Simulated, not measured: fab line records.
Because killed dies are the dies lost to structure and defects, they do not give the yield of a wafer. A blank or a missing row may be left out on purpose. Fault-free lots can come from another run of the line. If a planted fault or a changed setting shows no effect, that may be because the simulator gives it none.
Struck lot and sound lot, side by side :: flow berkeleyCmos170 :: 31 steps out of a route of 331
Sound: the wafers L579.1, L579.2, L579.5. Wafers L566.1, L566.3, L566.6 were the ones struck. Last of all comes the cause.
Per side, at each step with rows, come the tool, then ch with its chambers, and then its first start. Under that, the readings that differ: sound wafers :: struck wafers :: difference of the means :: sigmas: that difference in standard deviations of wafers without a fault.
alike: readings whose means differ by less than 2 such deviations, and words and numbers that are the same on both sides. not compared: withheld readings, readings that some wafer has no value for, bounds like >300 that may hide the same value, and numbers for which the record gives no deviation and whose values overlap.
The two part at a step that has a row with sigmas, a row that says differs or no value, or rows on one side only. Numbers that don't overlap but have no deviation are shown without sigmas and don't part them. A reading that every wafer of one side lacks parts them only if that side has two wafers or more.

first, 1 step without rows for these wafers: UCB170_SDANNEAL_RTA_01 (time 5 s).
UCB170_SDANNEAL_RS_MEAS_02: uses a four-point probe to measure.
  sound on filmMetro-01 at day 10 04:34; struck on filmMetro-02 at day 8 00:01
  alike: PSD_RS
UCB170_SDANNEAL_RS_MEAS_03: uses a four-point probe to measure.
  sound on filmMetro-01 at day 10 04:41; struck on filmMetro-02 at day 8 00:08
  alike: NSD_RS
UCB170_SDANNEAL_RS_MEAS_04: uses a four-point probe to measure.
  sound on filmMetro-01 at day 10 04:49; struck on filmMetro-02 at day 8 00:15
  alike: PLDD_RS
UCB170_SDANNEAL_RS_MEAS_05: uses a four-point probe to measure.
  sound on filmMetro-01 at day 10 04:56; struck on filmMetro-02 at day 8 00:22
  alike: NLDD_RS
then, 1 step without rows for these wafers: UCB170_SILICIDE_PRE_CLEAN_00 (preclean etch time 60 s).
UCB170_SILICIDE_SPUTTER_01: material Ti, target thk 30 nm, time 25 s.
  sound on pvdSputter-02 at day 10 05:07; struck on pvdSputter-04 at day 8 00:34
  alike: chamberPressurePa, throttleValvePct
UCB170_SILICIDE_RS_MEAS_02: uses a four-point probe to measure.
  sound on filmMetro-01 at day 10 05:09; struck on filmMetro-04 at day 8 00:35
  alike: SILICIDE_TI_RS
UCB170_SILICIDE_THK_MEAS_03: measures by xrf.
  sound on filmMetro-01 at day 10 05:16; struck on filmMetro-04 at day 8 00:43
  alike: SILICIDE_TI_THK
UCB170_SILICIDE_RTA_04: time 15 s.
  sound on rtpAnneal-02 ch 0, day 10 05:20; struck on rtpAnneal-02 ch 0, day 8 00:46
  alike: lampPowerPct, wafer_temp_C_max
then, 2 steps without rows for these wafers: UCB170_SILICIDE_WET_ETCH_05 (etches Ti in SPM, time 45 s); UCB170_CONTACT_CLEAN_00 (cleans in SPM, time 600 s).
UCB170_CONTACT_CVD_01: deposits PSG from SiH4/O2/PH3, target thk 700 nm, time 2876 s.
  sound on lpcvd-01 ch 1, day 10 06:28; struck on lpcvd-02 ch 0, day 8 01:53
reading: pressureMtorr (mTorr)
sound: 300.2 299.7 299.4
struck: 450.4 450.5 450.4
difference: +150.7
sigmas: +99 or more

reading: model.PSG_of_CONTACT_CVD_01.thkNm (nm)
sound: 719.8 720.7 720.6
struck: 890.4 885.2 887.5
difference: +167.3
sigmas: 
  alike: sih4FlowSccm
UCB170_CONTACT_THK_MEAS_02:
  sound on filmMetro-01 at day 10 08:15; struck on filmMetro-02 at day 8 04:33
reading: CONTACT_PSG_THK (nm)
sound: 720 721 721
struck: 891 885 888
difference: +167
sigmas: +26
then, 3 steps without rows for these wafers: UCB170_CONTACT_HMDS_03 (prime time 60 s); UCB170_CONTACT_COAT_04 (resist thk 900 nm); UCB170_CONTACT_SOFTBAKE_05 (time 60 s).
UCB170_CONTACT_STRIP_06: strips in O2.
  sound on plasmaAsher-01 ch 0,1, day 10 08:46; struck on plasmaAsher-02 ch 0,1, day 8 05:21
  alike: drypumpMotorCurrentA, oesProductAu, stripTimeToEndpointS
  not compared: rfHoursCounterH
then, 1 step without rows for these wafers: UCB170_CONTACT_CLEAN_07 (cleans in SPM, time 600 s).
UCB170_CONTACT_RTA_08: time 10 s.
  sound on rtpAnneal-01 ch 0, day 10 12:05; struck on rtpAnneal-02 ch 0, day 8 05:43
  alike: lampPowerPct, wafer_temp_C_max
then, 6 steps without rows for these wafers: UCB170_CONTACT_COAT_09; UCB170_CONTACT_COAT_10 (resist thk 900 nm); UCB170_CONTACT_SOFTBAKE_11 (time 60 s); UCB170_CONTACT_EXPOSE_12 (exposes mask CONT, target cd 700 nm); UCB170_CONTACT_PEB_13; UCB170_CONTACT_DEVELOP_14 (develop time 45 s).
UCB170_CONTACT_CD_MEAS_15: the cd target is 700 nm.
  sound on cdSem-01 at day 10 13:26; struck on cdSem-01 at day 8 06:59
  alike: cdNm
UCB170_CONTACT_OVL_MEAS_16:
  sound on overlay-02 at day 10 13:34; struck on overlay-02 at day 8 07:07
  alike: CONTACT_OVL
then, 1 step without rows for these wafers: UCB170_CONTACT_ETCH_17 (etches BARC in N2/H2).
UCB170_CONTACT_ETCH_18: etches PSG in CHF3/CF4/Ar, stops on TiSi2, target depth 840 nm, time 195 s.
  sound: rieDiel-04 ch 0,1; struck: rieDiel-03 ch 2,3
reading: oesProductAu (a.u.)
sound: 0.922 0.928 0.922
struck: 1.007 1.003 1.004
difference: +0.081
sigmas: +6

reading: model.CONTACT.featureDepthNm (nm)
sound: 719.8 720.7 720.6
struck: 830.5 837.2 821.9
difference: +109.5
sigmas: 

reading: model.etch.depthNm (nm)
sound: 719.8 720.7 720.6
struck: 830.5 837.2 821.9
difference: +109.5
sigmas: 
  alike: cf4FlowSccm, drypumpMotorCurrentA, throttleValvePct
  not compared: rfHoursCounterH
UCB170_CONTACT_STRIP_19: strips in O2.
  sound on plasmaAsher-02 ch 0,1, day 10 13:51; struck on plasmaAsher-01 ch 0,1, day 8 07:19
  alike: drypumpMotorCurrentA, oesProductAu
  not compared: rfHoursCounterH

WHERE THEY PART
Earliest at UCB170_CONTACT_CVD_01; latest, in this record, at UCB170_CONTACT_ETCH_18. Later steps at which nothing parts them and some readings are alike: UCB170_CONTACT_STRIP_19.

WHY: the cause the simulator had injected
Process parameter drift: lpcvd-02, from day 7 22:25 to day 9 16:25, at UCB170_CONTACT_CVD_01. Setting pressureMtorr shifted by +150 from 300. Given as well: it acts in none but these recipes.
